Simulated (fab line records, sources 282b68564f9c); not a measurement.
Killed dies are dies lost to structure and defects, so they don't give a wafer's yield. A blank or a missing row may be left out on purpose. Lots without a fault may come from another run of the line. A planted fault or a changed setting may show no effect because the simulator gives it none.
Which tool did it? | flow rit_cmos | 14 lots, 42 wafers sampled, at 1 step of a route of 202

WHAT THE GAUGES READ, wafer by wafer
The record holds no reading of a measuring or inspecting step that can be judged against a usual standard deviation.

WHICH TOOL RAN EACH LOT (tool, then ch and the chambers of the sampled wafers, then the start)
lot  | RIT_ACTIVE_OXIDATION_01
L789 | furnace-04 ch 0, day 1 15:32
L792 | furnace-01 ch 0, day 2 07:06
L793 | furnace-04 ch 0, day 2 11:57
L794 | furnace-01 ch 0, day 2 18:29
L795 | furnace-04 ch 0, day 2 21:46
L797 | furnace-04 ch 0, day 3 07:08
L798 | furnace-03 ch 0, day 3 12:23
L803 | furnace-01 ch 0, day 4 13:07
L804 | furnace-04, day 4 18:57
L805 | furnace-01, day 4 23:09
L806 | furnace-01 ch 0, day 5 06:47
L808 | furnace-01 ch 0, day 5 14:34
L810 | furnace-01 ch 0, day 6 01:56
L811 | furnace-01 ch 0, day 6 05:11
- RIT_ACTIVE_OXIDATION_01: target thk 46.8 nm, ox time 3360 s.

WHAT THE TOOLS THEMSELVES READ (means of the sampled wafers that have a number; where no wafer has one, the mark that the record gives instead)
RIT_ACTIVE_OXIDATION_01.
lot  | tool       | ox_temp_c (C) | ox_temp_c_max | tube_center_temp_C_max
L789 | furnace-04 | 999.6         | 1006.4        | 1002.6
L792 | furnace-01 | 1000.3        | 1003.6        | 1002.7
L793 | furnace-04 | 999.8         | 1007.2        | 1002.3
L794 | furnace-01 | 999.7         | 1003.5        | 1002.4
L795 | furnace-04 | 1000.1        | 1007.9        | 1002.5
L797 | furnace-04 | 1000.1        | 1007.9        | 1002.5
L798 | furnace-03 | 1000.0        | 1006.5        | 1002.3
L803 | furnace-01 | 999.2         | 1002.5        | 1002.6
L804 | furnace-04 | -             | -             | -
L805 | furnace-01 | -             | -             | -
L806 | furnace-01 | 1000.0        | 1003.8        | 1002.8
L808 | furnace-01 | 1000.3        | 1003.6        | 1002.9
L810 | furnace-01 | 1000.4        | 1004.2        | 1002.5
L811 | furnace-01 | 999.8         | 1003.9        | 1002.9

THE ANSWER, worked out from the rows above alone
Rule: what is usual is taken from the lots themselves. Put in order of their means at a reading, lots are off if they are a third of the lots or fewer, leave a main group of 4 or more, and stand apart from it by a gap of 3 or more times the standard deviation of the main group's means; of several such gaps the widest counts. A main group whose means are all the same, to the digits that the tables above print for the reading, isn't used. A lot without any number at a reading at which 4 lots or more have one is off too. The other lots that the step has rows for count as sound. The gauges are gone through in route order, then the tools' own readings, and for those a lot's mean is taken as printed above. The first step at which some lot is off is used, and at that step the reading that is off furthest; a lot without a number counts as furthest.
Off: L804, L805, at RIT_ACTIVE_OXIDATION_01 (ox_temp_c). Without a number there: L804, L805. The main group: mean 999.9 C, standard deviation 0.33.
A tool fits if, at that step or a process step before it, it ran every lot that is off, and no sound lot after the first of them. None of those tried fits.

WHAT THE SIMULATOR HAD PUT IN
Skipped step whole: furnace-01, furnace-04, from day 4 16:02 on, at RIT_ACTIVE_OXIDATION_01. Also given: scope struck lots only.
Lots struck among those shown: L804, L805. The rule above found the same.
